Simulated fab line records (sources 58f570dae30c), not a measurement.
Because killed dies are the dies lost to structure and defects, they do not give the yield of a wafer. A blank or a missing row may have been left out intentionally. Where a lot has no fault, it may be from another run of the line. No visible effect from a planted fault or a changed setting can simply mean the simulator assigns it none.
Lot-split experiment | flow berkeley cmos170 | on a route of 331 steps: 5 lots, 23 wafers read

## THE SPLIT ITSELF
At UCB170_PFIELD_IMPLANT_07, the setting energy kev was moved away from the recipe's 80 on 9 of the 23 wafers read, by -4.1% to +3.1%. For the rest of the wafers, this setting stayed at what the recipe calls for.

Reading taken at the split's own step.

## THE READING
In nm, at UCB170_PFIELD_IMPLANT_07: implant.drp nm, which is the simulator's own figure and was read by no gauge. The file does not state a usual value for it.

wafer  | tool, chamber at the split | energy kev as run | against the recipe | implant.drp nm, nm | against lot-mates on the recipe
L077.1 | implanter-03, 0            | 76.7              | -4.1%              | 73.34              | -1.52
L077.2 | implanter-03, 0            | 76.7              | -4.1%              | 73.34              | -1.52
L077.3 | implanter-03, 0            | 76.7              | -4.1%              | 73.34              | -1.52
L077.4 | implanter-03, 0            | 80                | recipe             | 74.86              | -
L077.6 | implanter-03, 0            | 80                | recipe             | 74.86              | -
L080.1 | implanter-01, 0            | 80                | recipe             | 74.86              | -
L080.3 | implanter-01, 0            | 80                | recipe             | 74.86              | -
L080.5 | implanter-01, 0            | 80                | recipe             | 74.86              | -
L080.4 | implanter-01, 0            | 78.49             | -1.9%              | 74.17              | -0.69
L080.6 | implanter-01, 0            | 78.49             | -1.9%              | 74.17              | -0.69
L083.1 | implanter-01, 0            | 78.3              | -2.1%              | 74.08              | -0.78
L083.4 | implanter-01, 0            | 78.3              | -2.1%              | 74.08              | -0.78
L083.2 | implanter-01, 0            | 80                | recipe             | 74.86              | -
L083.5 | implanter-01, 0            | 80                | recipe             | 74.86              | -
L083.6 | implanter-01, 0            | 80                | recipe             | 74.86              | -
L082.1 | implanter-04, 0            | 80                | recipe             | 74.86              | -
L082.2 | implanter-04, 0            | 80                | recipe             | 74.86              | -
L082.3 | implanter-04, 0            | 80                | recipe             | 74.86              | -
L082.4 | implanter-04, 0            | 82.45             | +3.1%              | 75.93              | +1.07
L082.5 | implanter-04, 0            | 82.45             | +3.1%              | 75.93              | +1.07
L085.1 | implanter-03, 0            | 80                | recipe             | 74.86              | -
L085.2 | implanter-03, 0            | 80                | recipe             | 74.86              | -
L085.5 | implanter-03, 0            | 80                | recipe             | 74.86              | -

FIT RESULTS
A straight line over all 23 wafers: implant.drp nm changes by +0.363 nm for each +1% of energy kev; r = +1.00; the points scatter about the line by 0.013 nm.
The same after taking each lot's own level away (the mean of its wafers on the recipe; 23 wafers): +0.363 nm for each +1%; r = +1.00; scatter 0.013 nm.
That fit puts the effect of the largest move of energy kev on the reading at 1.5 nm.
The lots' own levels span 74.860 to 74.860 nm.
Hence the lot-to-lot level has little effect on the slope; both slopes agree.
Check: with one of the wafers moved furthest among these (-4.1%) left out of the fit, the line predicts -1.5 nm for it against its lot-mates. It came out at -1.52 nm against them.

## THESE WAFERS: OTHER SPLITS
Other splits were also applied to these wafers ahead of the reading. Each is held against what the fit with the lots' levels taken away leaves over:
other split on the same wafers          | wafers away from the commonest value | r with implant.drp nm (lot level and that fit taken away)
UCB170_NWELL_CVD_04 sih2cl2 flow sccm   | 18                                   | -0.44
UCB170_NWELL_PEB_10 peb temp c          | 6                                    | -0.21
UCB170_WELLDRIVE_OXIDATION_01 ox time s | 18                                   | -0.37
UCB170_PFIELD_COAT_01 spin rpm          | 10                                   | -0.12

## FILE'S OWN FIT
implant.drp nm changes by +0.362 nm for each +1% of energy kev, r = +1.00.
